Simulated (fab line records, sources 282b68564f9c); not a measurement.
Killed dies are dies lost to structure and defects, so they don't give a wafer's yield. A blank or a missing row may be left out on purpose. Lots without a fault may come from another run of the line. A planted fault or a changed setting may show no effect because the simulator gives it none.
Split-lot experiment | flow rit_cmos | 5 lots, 23 wafers read, on a route of 202 steps

THE SPLIT
At RIT_GATE_COAT_11 (resist thk 850 nm), the setting spin_rpm was moved away from the recipe's 4250 rpm on 9 of the 23 wafers read, by -5.4% to +6.0%. The other wafers ran this setting at the recipe's value.

FROM THE SPLIT TO THE READING: what the file shows between them, 2 steps
- RIT_GATE_SOFTBAKE_12: time 60 s
- RIT_GATE_EXPOSE_13: exposes mask M6, target cd 150 nm

THE READING
NOVOLAK_of_GATE_COAT_11.thk_nm (the simulator's own value, which no gauge read), in nm, at RIT_GATE_HARDBAKE_18 (time 60 s). The file gives no usual value for it. The 14 wafers here that ran the recipe average 751.8 nm, standard deviation 1.1 nm.

wafer  | tool, chamber at the split | spin_rpm as run, rpm | against the recipe | NOVOLAK_of_GATE_COAT_11.thk_nm, nm | against lot-mates on the recipe
L078.2 | litho_track-01, 0          | 4250                 | recipe             | 751.6                              | -
L078.4 | litho_track-01, 0          | 4250                 | recipe             | 751.1                              | -
L078.5 | litho_track-01, 0          | 4250                 | recipe             | 750.1                              | -
L079.2 | litho_track-02, 0          | 4250                 | recipe             | 753.1                              | -
L079.3 | litho_track-02, 0          | 4020                 | -5.4%              | 774.6                              | +22.3
L079.4 | litho_track-02, 0          | 4250                 | recipe             | 753                                | -
L079.5 | litho_track-02, 0          | 4250                 | recipe             | 750.7                              | -
L079.6 | litho_track-02, 0          | 4020                 | -5.4%              | 774.7                              | +22.4
L080.1 | litho_track-01, 0          | 4505                 | +6.0%              | 728.7                              | -22.2
L080.3 | litho_track-01, 0          | 4505                 | +6.0%              | 729                                | -21.9
L080.4 | litho_track-01, 0          | 4250                 | recipe             | 749.7                              | -
L080.5 | litho_track-01, 0          | 4505                 | +6.0%              | 730.1                              | -20.8
L080.6 | litho_track-01, 0          | 4250                 | recipe             | 752.1                              | -
L081.1 | litho_track-03, 0          | 4250                 | recipe             | 751.3                              | -
L081.2 | litho_track-03, 0          | 4250                 | recipe             | 753.1                              | -
L081.3 | litho_track-03, 0          | 4163                 | -2.0%              | 758.8                              | +7.0
L081.4 | litho_track-03, 0          | 4163                 | -2.0%              | 759.4                              | +7.6
L081.5 | litho_track-03, 0          | 4250                 | recipe             | 750.9                              | -
L083.1 | litho_track-03, 0          | 4250                 | recipe             | 752.3                              | -
L083.3 | litho_track-03, 0          | 4250                 | recipe             | 752.6                              | -
L083.4 | litho_track-03, 0          | 4250                 | recipe             | 753.3                              | -
L083.5 | litho_track-03, 0          | 4115                 | -3.2%              | 764.6                              | +11.9
L083.6 | litho_track-03, 0          | 4115                 | -3.2%              | 767.1                              | +14.4

THE FIT
A straight line over all 23 wafers: NOVOLAK_of_GATE_COAT_11.thk_nm changes by -3.95 nm for each +1% of spin_rpm; r = -0.99; the points scatter about the line by 1.3 nm.
The same after taking each lot's own level away (the mean of its wafers on the recipe; 23 wafers): -3.81 nm for each +1%; r = -1.00; scatter 1.1 nm.
On that fit, the largest move of spin_rpm shifts the reading by 23 nm.
The lots' own levels span 750.90 to 752.73 nm, that is 1.6 times the standard deviation above.
So the lot-to-lot level changes the slope little: the two slopes agree.
Check: with one of the wafers moved furthest among these (+6.0%) left out of the fit, the line predicts -22.6 nm for it against its lot-mates. It came out at -22.2 nm against them.

OTHER SPLITS ON THESE WAFERS
These wafers also went through other splits before the reading. Each is held against what the fit with the lots' levels taken away leaves over:
other split on the same wafers   | wafers away from the commonest value | r with NOVOLAK_of_GATE_COAT_11.thk_nm (lot level and that fit taken away)
RIT_ACTIVE_COAT_06 spin_rpm      | 10                                   | +0.13
RIT_ACTIVE_HARDBAKE_12 temp_c    | 10                                   | +0.01
RIT_FOX2_OXIDATION_00 ox_time_s  | 15                                   | -0.24
RIT_PWELL_COAT_01 resist_thk_nm  | 10                                   | +0.15
RIT_PWELL_HARDBAKE_07 temp_c     | 5                                    | -0.25
RIT_NRETRO_COAT_01 resist_thk_nm | 9                                    | +0.46
RIT_PRETRO_COAT_01 resist_thk_nm | 7                                    | -0.09
RIT_PRETRO_IMPLANT_08 dose_cm2   | 4                                    | -0.15
RIT_GATE_CVD_08 sih4_flow_sccm   | 10                                   | +0.00

THE WHOLE CHAIN: every reading that the file lists as answering this split, in the file's order
step                 | what it does      | reading                                                                         | change (the file's fit)              | r (the file's)
RIT_GATE_COAT_11     | resist thk 850 nm | NOVOLAK_of_GATE_COAT_11.thk_nm (the simulator's own value, which no gauge read) | -4.41 nm for each +1% of the setting | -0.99
RIT_GATE_HARDBAKE_18 | time 60 s         | NOVOLAK_of_GATE_COAT_11.thk_nm (the simulator's own value, which no gauge read) | -3.86 nm for each +1% of the setting | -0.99

THE FILE'S OWN FIT
NOVOLAK_of_GATE_COAT_11.thk_nm changes by -3.86 nm for each +1% of spin_rpm, r = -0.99.
